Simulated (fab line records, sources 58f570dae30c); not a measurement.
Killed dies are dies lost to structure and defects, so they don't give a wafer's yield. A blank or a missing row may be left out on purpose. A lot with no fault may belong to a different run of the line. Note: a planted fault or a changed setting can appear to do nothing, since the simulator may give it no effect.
Lot-split experiment || flow berkeley-cmos170 || on a route of 331 steps: 5 lots, 23 wafers read

== THE SPLIT ==
At UCB170_PLDD_IMPLANT_09, the setting dose-cm2 was moved away from the recipe's 5e+13 on 8 of the 23 wafers read, by -5.7% to +6.0%. The other wafers ran this setting at the recipe's value.

== FROM THE SPLIT TO THE READING: what the file shows between them, 5 steps ==
- UCB170_NLDD_IMPLANT_09 (also split here: dose-cm2)
- UCB170_NSD_COAT_01: resist thk 900 nm (also split here: resist-thk-nm)
- UCB170_NSD_IMPLANT_08 (also split here: tilt-deg)
- UCB170_NSD_STRIP_09: strips in O2
- UCB170_NSD_CLEAN_11: cleans in SPM, time 600 s

== THE READING ==
Measured at UCB170_SDANNEAL_RS_MEAS_04 by four-point probe: PLDD_RS, in ohm/sq. Fault-free wafers of this fab line usually give 1030.7 ohm/sq, standard deviation 2.9 ohm/sq.

{"wafer": "L074.1", "tool, chamber at the split": "implanter-03, 0", "dose-cm2 as run": 5e+13, "against the recipe": "recipe", "PLDD_RS, ohm/sq": 1027.4, "against lot-mates on the recipe": "-"}
{"wafer": "L074.2", "tool, chamber at the split": "implanter-03, 0", "dose-cm2 as run": 5e+13, "against the recipe": "recipe", "PLDD_RS, ohm/sq": 1025.9, "against lot-mates on the recipe": "-"}
{"wafer": "L074.3", "tool, chamber at the split": "implanter-03, 0", "dose-cm2 as run": 5e+13, "against the recipe": "recipe", "PLDD_RS, ohm/sq": 1026.5, "against lot-mates on the recipe": "-"}
{"wafer": "L074.5", "tool, chamber at the split": "implanter-03, 0", "dose-cm2 as run": 5.298e+13, "against the recipe": "+6.0%", "PLDD_RS, ohm/sq": 1001.8, "against lot-mates on the recipe": -24.8}
{"wafer": "L074.6", "tool, chamber at the split": "implanter-03, 0", "dose-cm2 as run": 5.298e+13, "against the recipe": "+6.0%", "PLDD_RS, ohm/sq": 1002.8, "against lot-mates on the recipe": -23.8}
{"wafer": "L076.1", "tool, chamber at the split": "implanter-03, 0", "dose-cm2 as run": 5e+13, "against the recipe": "recipe", "PLDD_RS, ohm/sq": 1030.5, "against lot-mates on the recipe": "-"}
{"wafer": "L076.3", "tool, chamber at the split": "implanter-03, 0", "dose-cm2 as run": 5e+13, "against the recipe": "recipe", "PLDD_RS, ohm/sq": 1035.8, "against lot-mates on the recipe": "-"}
{"wafer": "L076.4", "tool, chamber at the split": "implanter-03, 0", "dose-cm2 as run": 5e+13, "against the recipe": "recipe", "PLDD_RS, ohm/sq": 1036.1, "against lot-mates on the recipe": "-"}
{"wafer": "L081.1", "tool, chamber at the split": "implanter-01, 0", "dose-cm2 as run": 4.742e+13, "against the recipe": "-5.2%", "PLDD_RS, ohm/sq": 1048.7, "against lot-mates on the recipe": "+21.5"}
{"wafer": "L081.2", "tool, chamber at the split": "implanter-01, 0", "dose-cm2 as run": 5e+13, "against the recipe": "recipe", "PLDD_RS, ohm/sq": 1028.6, "against lot-mates on the recipe": "-"}
{"wafer": "L081.3", "tool, chamber at the split": "implanter-01, 0", "dose-cm2 as run": 4.742e+13, "against the recipe": "-5.2%", "PLDD_RS, ohm/sq": 1047.4, "against lot-mates on the recipe": "+20.2"}
{"wafer": "L081.5", "tool, chamber at the split": "implanter-01, 0", "dose-cm2 as run": 4.742e+13, "against the recipe": "-5.2%", "PLDD_RS, ohm/sq": 1050.1, "against lot-mates on the recipe": "+22.8"}
{"wafer": "L081.6", "tool, chamber at the split": "implanter-01, 0", "dose-cm2 as run": 5e+13, "against the recipe": "recipe", "PLDD_RS, ohm/sq": 1025.9, "against lot-mates on the recipe": "-"}
{"wafer": "L083.1", "tool, chamber at the split": "implanter-02, 0", "dose-cm2 as run": 4.714e+13, "against the recipe": "-5.7%", "PLDD_RS, ohm/sq": 1054.9, "against lot-mates on the recipe": "+23.2"}
{"wafer": "L083.3", "tool, chamber at the split": "implanter-02, 0", "dose-cm2 as run": 4.714e+13, "against the recipe": "-5.7%", "PLDD_RS, ohm/sq": 1053.5, "against lot-mates on the recipe": "+21.8"}
{"wafer": "L083.4", "tool, chamber at the split": "implanter-02, 0", "dose-cm2 as run": 4.714e+13, "against the recipe": "-5.7%", "PLDD_RS, ohm/sq": 1054.2, "against lot-mates on the recipe": "+22.5"}
{"wafer": "L083.5", "tool, chamber at the split": "implanter-02, 0", "dose-cm2 as run": 5e+13, "against the recipe": "recipe", "PLDD_RS, ohm/sq": 1029.4, "against lot-mates on the recipe": "-"}
{"wafer": "L083.6", "tool, chamber at the split": "implanter-02, 0", "dose-cm2 as run": 5e+13, "against the recipe": "recipe", "PLDD_RS, ohm/sq": 1034.1, "against lot-mates on the recipe": "-"}
{"wafer": "L084.1", "tool, chamber at the split": "implanter-01, 0", "dose-cm2 as run": 5e+13, "against the recipe": "recipe", "PLDD_RS, ohm/sq": 1028.6, "against lot-mates on the recipe": "-"}
{"wafer": "L084.2", "tool, chamber at the split": "implanter-01, 0", "dose-cm2 as run": 5e+13, "against the recipe": "recipe", "PLDD_RS, ohm/sq": 1029.9, "against lot-mates on the recipe": "-"}
{"wafer": "L084.4", "tool, chamber at the split": "implanter-01, 0", "dose-cm2 as run": 5e+13, "against the recipe": "recipe", "PLDD_RS, ohm/sq": 1031.5, "against lot-mates on the recipe": "-"}
{"wafer": "L084.5", "tool, chamber at the split": "implanter-01, 0", "dose-cm2 as run": 5e+13, "against the recipe": "recipe", "PLDD_RS, ohm/sq": 1032.9, "against lot-mates on the recipe": "-"}
{"wafer": "L084.6", "tool, chamber at the split": "implanter-01, 0", "dose-cm2 as run": 5e+13, "against the recipe": "recipe", "PLDD_RS, ohm/sq": 1031.3, "against lot-mates on the recipe": "-"}

THE FIT
A straight line over all 23 wafers: PLDD_RS changes by -4.19 ohm/sq for each +1% of dose-cm2; r = -0.98; the points scatter about the line by 3.1 ohm/sq.
The same after taking each lot's own level away (the mean of its wafers on the recipe; 23 wafers): -4.05 ohm/sq for each +1%; r = -0.99; scatter 1.6 ohm/sq.
According to that fit, moving dose-cm2 by its largest amount changes the reading by 24 ohm/sq.
Across the lots, their own levels run from 1026.60 to 1034.13 ohm/sq, a range of 2.6 times the standard deviation given above.
The two slopes agree, so the slope changes little with the lot-to-lot level.
Check: -23.9 ohm/sq against its lot-mates is what the line predicts for one of the wafers moved furthest among these (+6.0%) when that wafer is left out of the fit. It came out at -24.8 ohm/sq against them.

== OTHER SPLITS ON THESE WAFERS ==
Other splits were also applied to these wafers ahead of the reading. Each is held against what the fit with the lots' levels taken away leaves over:
{"other split on the same wafers": "UCB170_NWELL_IMPLANT_14 energy-kev", "wafers away from the commonest value": 7, "r with PLDD_RS (lot level and that fit taken away)": "+0.01"}
{"other split on the same wafers": "UCB170_PWELL_ETCH_14 rf-w", "wafers away from the commonest value": 5, "r with PLDD_RS (lot level and that fit taken away)": "+0.07"}
{"other split on the same wafers": "UCB170_PWELL_IMPLANT_15 energy-kev", "wafers away from the commonest value": 3, "r with PLDD_RS (lot level and that fit taken away)": -0.12}
{"other split on the same wafers": "UCB170_ACTIVE_COAT_08 resist-thk-nm", "wafers away from the commonest value": 7, "r with PLDD_RS (lot level and that fit taken away)": -0.02}
{"other split on the same wafers": "UCB170_ACTIVE_SOFTBAKE_09 time-s", "wafers away from the commonest value": 9, "r with PLDD_RS (lot level and that fit taken away)": "+0.17"}
{"other split on the same wafers": "UCB170_SACOX_OXIDATION_01 ox-time-s", "wafers away from the commonest value": 18, "r with PLDD_RS (lot level and that fit taken away)": -0.14}
{"other split on the same wafers": "UCB170_PVT_COAT_01 resist-thk-nm", "wafers away from the commonest value": 8, "r with PLDD_RS (lot level and that fit taken away)": -0.17}
{"other split on the same wafers": "UCB170_PVT_DEVELOP_05 dev-temp-c", "wafers away from the commonest value": 9, "r with PLDD_RS (lot level and that fit taken away)": -0.06}
{"other split on the same wafers": "UCB170_NLDD_IMPLANT_09 dose-cm2", "wafers away from the commonest value": 9, "r with PLDD_RS (lot level and that fit taken away)": "+0.14"}
{"other split on the same wafers": "UCB170_NSD_COAT_01 resist-thk-nm", "wafers away from the commonest value": 8, "r with PLDD_RS (lot level and that fit taken away)": "+0.14"}
{"other split on the same wafers": "UCB170_NSD_IMPLANT_08 tilt-deg", "wafers away from the commonest value": 5, "r with PLDD_RS (lot level and that fit taken away)": -0.18}

== FILE'S OWN FIT ==
PLDD_RS changes by -4.05 ohm/sq for each +1% of dose-cm2, r = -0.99.
